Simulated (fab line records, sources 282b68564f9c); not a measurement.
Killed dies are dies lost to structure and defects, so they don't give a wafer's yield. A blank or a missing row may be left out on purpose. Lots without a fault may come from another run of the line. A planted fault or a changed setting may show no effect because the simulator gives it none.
fab line records | flow rit_cmos
record lots=14 wafers=42 last_day=7
route steps=202 shown GATE@75 FOX2@80 M1@202
lots that met no fault: from a run of the same line without faults
start_h: hours from the record's first day to the start of the lot's first wafer shown | wait_h: hours since the lot's step before | " the same as in the row above | L1.1+2: a row that stands for several wafers | - no value, or no start given | * or withheld: withheld | < > ~ a bound
route shown NAME@n: a module of which the file shows steps, and the number in the route of the first | usual: mean/standard deviation of fault-free wafers | same: alike in all rows | chamber/n: place in a boat | sites: the reading at each site | _std_site: their standard deviation | _edge_site: outer sites' mean less inner sites' | radius_mm: how far each site lies from the wafer's centre | mask NAME#n: copy n | behind: the tool/chamber that last shaped the wafer | hold: why the lot was held/for how many hours/how that ended | device: the transistor (n, p or np) that didn't switch | end of line: the same wafers' tests at the end of the route | a step without rows: its recipe alone | killed: dies lost to structure and defects at the first sort, not the wafer's yield | map: a wafer's dies, x killed, . not, _ none there
set.NAME: the setting as run; set.NAME@STEP: as run at that earlier step | model.NAME: the simulator's own value behind a step, which no gauge read
steps of the route over a sample of lots; a table a step, a row a wafer
services: from which hour (start_h, from the record's first day; less than 0 if before it) a tool's chamber was out of use, for how many hours, and why
## steps
# step RIT_GATE_WET_ETCH_00
# recipe chemistry=BOE target=SiO2 target_depth_nm=56 time_s=60 dry=n2_spin dilution=10:1 temp_c=21.5
# usual bath_heat_duty_pct=1.8/0.39 run_length_s=87.2/2.7
# columns lot.wafer tool chamber start_h wait_h bath_heat_duty_pct run_length_s
L292.3 wet_bench-04 0 43.13 0.0 1.9 85.5
L292.4 " 0 " " 1.4 85.5
L292.5 " 0 " " 1.9 85.5
L293.3 wet_bench-04 1 48.83 0.0 2.0 91.5
L293.4 " 1 " " 1.7 91.5
L293.6 " 1 " " 2.1 91.5
L294.1 wet_bench-01 1 51.68 0.1 1.7 88.7
L294.2 " 1 " " 2.4 88.7
L294.3 " 1 " " 1.9 88.7
L296.1 wet_bench-04 1 59.59 0.1 1.7 91.6
L296.3 " 1 " " 1.8 91.6
L296.5 " 1 " " 1.4 91.6
L297.3 wet_bench-01 1 66.36 0.0 - -
L297.4 " 1 " " - -
L297.5 " 1 " " - -
L298.1 wet_bench-02 0 72.49 0.1 - -
L298.2 " 0 " " - -
L298.5 " 0 " " - -
L299.1 wet_bench-02 0 80.64 0.1 2.2 84.4
L299.3 " 0 " " 1.7 84.4
L299.6 " 0 " " 1.6 84.4
L307.1 wet_bench-04 1 119.24 0.1 1.9 83.9
L307.4 " 1 " " 2.1 83.9
L307.6 " 1 " " 2.2 83.9
L308.2 wet_bench-01 3 121.11 0.0 1.6 86.5
L308.3 " 3 " " 1.6 86.5
L308.5 " 3 " " 1.5 86.5
L310.4 wet_bench-04 2 131.86 0.0 2.1 85.3
L310.5 " 2 " " 1.5 85.3
L310.6 " 2 " " 2.2 85.3
L311.3 wet_bench-01 0 132.81 0.0 2.5 86.8
L311.5 " 0 " " 1.6 86.8
L311.6 " 0 " " 1.7 86.8
L312.2 wet_bench-04 3 140.51 0.0 2.4 84.9
L312.5 " 3 " " 2.0 84.9
L312.6 " 3 " " 2.2 84.9
L313.4 wet_bench-01 0 145.72 0.0 2.7 93.6
L313.5 " 0 " " 2.1 93.6
L313.6 " 0 " " 2.3 93.6
L314.1 wet_bench-01 0 151.28 0.1 2.4 86.9
L314.5 " 0 " " 1.6 86.9
L314.6 " 0 " " 2.3 86.9
# step RIT_FOX2_THK_MEAS_91
# recipe reads=SiO2_of_FOX2_OXIDATION_00
# usual FIELD_OXIDE_LEFT_2_THK=257/6.3
# columns lot.wafer tool chamber start_h wait_h FIELD_OXIDE_LEFT_2_THK[nm]
L292.3 film_metro-02 - 43.56 0.0 251
L292.4 " - " " 254
L292.5 " - " " 257
L293.3 film_metro-01 - 49.50 0.0 257
L293.4 " - " " 256
L293.6 " - " " 253
L294.1 film_metro-03 - 52.13 0.0 258
L294.2 " - " " 256
L294.3 " - " " 256
L296.1 film_metro-01 - 60.07 0.0 262
L296.3 " - " " 261
L296.5 " - " " 256
L297.3 film_metro-01 - 66.80 0.0 327
L297.4 " - " " 320
L297.5 " - " " 316
L298.1 film_metro-03 - 72.90 0.0 306
L298.2 " - " " 307
L298.5 " - " " 308
L299.1 film_metro-01 - 81.06 0.0 248
L299.3 " - " " 252
L299.6 " - " " 258
L307.1 film_metro-01 - 119.65 0.0 252
L307.4 " - " " 257
L307.6 " - " " 253
L308.2 film_metro-01 - 121.54 0.0 261
L308.3 " - " " 263
L308.5 " - " " 258
L310.4 film_metro-03 - 132.30 0.0 263
L310.5 " - " " 258
L310.6 " - " " 258
L311.3 film_metro-01 - 133.26 0.0 259
L311.5 " - " " 257
L311.6 " - " " 260
L312.2 film_metro-03 - 140.96 0.0 249
L312.5 " - " " 245
L312.6 " - " " 248
L313.4 film_metro-01 - 146.17 0.0 264
L313.5 " - " " 261
L313.6 " - " " 261
L314.1 film_metro-03 - 151.72 0.0 265
L314.5 " - " " 270
L314.6 " - " " 269
# step RIT_M1_PROBE_99
# usual killed_at_contacts=0.1/0.23 killed_at_front_end=6.6/2.8 killed_dies=6.6/2.8 killed_on_rim=1.8/1.4 killed_open=3.3/2 killed_short=3.2/1.7
# same gross_dies=264 killed_at_M0_to_M3=0 killed_at_M4_up=0 killed_at_back_side=0 killed_at_other=0
# columns lot.wafer tool chamber start_h wait_h killed_at_contacts killed_at_front_end killed_dies killed_on_rim killed_open killed_short
L297.3 prober-02 - 91.85 0.2 0 264 264 70 0 3
L297.4 prober-02 - 91.90 0.2 0 264 264 70 4 3
L297.5 prober-02 - 91.95 0.2 0 264 264 70 6 6
L298.1 prober-01 - 102.93 0.1 0 264 264 70 3 3
L298.2 prober-01 - 102.98 0.1 0 264 264 70 3 2
L298.5 prober-01 - 103.13 0.2 0 264 264 70 5 4
# killed by level:class
L297.3 GATE:area_etch=260 FOX1:geometric_particle:short=2 REOX:geometric_particle:short=1 ACTIVE:coat_microbubble_printed=1
L297.4 GATE:area_etch=257 FOX1:geometric_particle:short=2 FOX2:geometric_particle:open=2 FOX1:geometric_particle:open=1 SPACER:geometric_particle:short=1 SILICIDE:geometric_particle:open=1
L297.5 GATE:area_etch=251 FOX1:geometric_particle:open=5 GATE:geometric_particle:short=3 FOX1:geometric_particle:short=1 GATE:geometric_particle:open=1 SPACER:geometric_particle:short=1 SILICIDE:geometric_particle:short=1 ACTIVE:coat_microbubble_printed=1
L298.1 GATE:area_etch=258 GATE:geometric_particle:open=2 FOX1:geometric_particle:short=1 FOX2:geometric_particle:short=1 GATE:geometric_particle:short=1 SILICIDE:geometric_particle:open=1
L298.2 GATE:area_etch=259 GATE:geometric_particle:open=3 GATE:geometric_particle:short=2
L298.5 GATE:area_etch=255 GATE:geometric_particle:open=3 GATE:geometric_particle:short=2 FOX1:geometric_particle:short=1 FOX1:geometric_particle:open=1 SILICIDE:geometric_particle:open=1 SILICIDE:geometric_particle:short=1
## services
# columns tool chamber start_h hours kind
wet_bench-01 - 126.36 3.5 repair
## key
first_sign step=RIT_GATE_WET_ETCH_00 reading=tool_record direction=missing
effect step=RIT_FOX2_THK_MEAS_91 reading=FIELD_OXIDE_LEFT_2_THK direction=up sigmas=9 usual=257 struck=314
effect step=RIT_M1_PROBE_99 reading=killed_at_front_end direction=up sigmas=92 usual=6.6 struck=264
more_kills_born_at RIT_GATE_WET_ETCH_00@wet_bench-02=772 RIT_GATE_WET_ETCH_00@wet_bench-01=768
met_at RIT_GATE_WET_ETCH_00
struck_lots L297,L298
later_rows_left_out L297.3,L297.4,L297.5,L298.1,L298.2,L298.5
tester_left_out L297,L298
onset_between 51.68 66.36
fault kind=skipped_step_whole tool=wet_bench-01,wet_bench-02 chamber=- onset_h=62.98 steps=RIT_GATE_WET_ETCH_00 scope=struck_lots_only
# tester_left_out: of these lots the tester's yield and bins aren't shown, on N5 and GAA mostly nor the transistor test; their killed dies are dies lost to structure and defects alone, not to doping, threshold or leakage, so they don't give the yield
# later_rows_left_out: the simulator's readings of these wafers behind a module that went badly wrong aren't trusted and aren't shown, but for the sort
